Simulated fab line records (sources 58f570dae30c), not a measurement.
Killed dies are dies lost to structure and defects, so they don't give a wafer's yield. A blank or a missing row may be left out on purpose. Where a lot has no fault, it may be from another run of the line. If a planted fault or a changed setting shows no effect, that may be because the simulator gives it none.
Code-filled problem report in 8D (eight disciplines) form + flow berkeley cmos170 + the parts of the form that need people (team, actions taken, sign-off) are left out

== 1. THE ISSUE ==
run length s at UCB170_SPACER_CVD_00 reads a mean of 77.6 s on 3 wafers of 2 lots; wafers without a fault read 75.2 s with a standard deviation of 0.47. That puts it +5.0 standard deviations away from the usual mean.
The step: deposits SiO2 from TEOS/O2, target thk 376 nm, time 47 s.
First observed at day 10 11:34: wafer L649.1, on pecvd-02. At this step, 18 wafers from 6 lots have a number in the record. Rule for "out" (also "out of limits"): further than 4 standard deviations from the usual mean. The other wafers with a number count as sound.

== 2. WHAT IT IS, WHAT IT ISN'T ==
| question                    | is                     | is not                                                                         |
|-----------------------------|------------------------|--------------------------------------------------------------------------------|
| which readings at this step | run length s           | heater power w                                                                 |
| which lots                  | L649, L650             | L637, L642, L651, L655                                                         |
| which wafers of those lots  | L649.1, L649.6, L650.6 | L649.4, L650.3, L650.4                                                         |
| read on which tools         | pecvd-02               | pecvd-01, pecvd-03                                                             |
| when                        | from day 10 11:34      | up to then (7 sound wafers); but 8 sound wafers of L650, L651, L655 came after |

== 3. WHAT RULES OUT EACH SUSPECT ==
Counting: if a tool at a process step up to the reading ran every lot that is out, it stays a suspect. Sound lots after the first of them don't rule it out here, since some wafers of a struck lot are sound.
- plasma asher-01 at UCB170_NLDD_STRIP_10 (strips in O2): kept. It ran every lot that is out, first L649 (day 10 10:49).
- pecvd-02 at UCB170_SPACER_CVD_00 (deposits SiO2 from TEOS/O2, target thk 376 nm, time 47 s): kept. It processed each lot that is out (first: L649, day 10 11:34); up to then, its last sound lot is L642 (day 8 16:44). Its own readings are out on those wafers: run length s.
- At UCB170_SPACER_CVD_00, inside pecvd-02: chamber 0 took the wafers that are out, while their sound lot-mates went through chambers 1, 2.
Remaining after the count are plasma asher-01 at UCB170_NLDD_STRIP_10 and pecvd-02 at UCB170_SPACER_CVD_00.

== 4. THE CAUSE (what the simulator had put in) ==
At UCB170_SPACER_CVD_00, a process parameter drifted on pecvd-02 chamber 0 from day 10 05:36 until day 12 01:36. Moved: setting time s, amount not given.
Of the 2 suspects that counting leaves, this tool is one.

== 5. THE EFFECT CHAIN, in route order ==
Each row: a reading whose mean over the struck wafers that have a number lies more than 3 standard deviations from the usual. Only readings for which the record gives a usual standard deviation are gone through. hours: the time from each lot's start at the first step in this table that gives one to its start at this step, as a median over the lots. sigmas: the change in usual standard deviations.
| hours | step                 | reading      | usual  | on struck wafers | change | sigmas |
|-------|----------------------|--------------|--------|------------------|--------|--------|
| 0     | UCB170_SPACER_CVD_00 | run length s | 75.2 s | 77.6             | +2.4   | +5.0   |
Process steps it contains:
- UCB170_SPACER_CVD_00: deposits SiO2 from TEOS/O2, target thk 376 nm, time 47 s.
Later steps that measure or inspect, where all struck wafers having a row at the step show a number for every such reading and not one has moved that far: UCB170_SPACER_THK_MEAS_01.

== 6. HOW IT WOULD HAVE BEEN CAUGHT EARLIER ==
6 hours passed between the start of the fault at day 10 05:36 and the first reading out of limits in this record, taken at day 10 11:34.
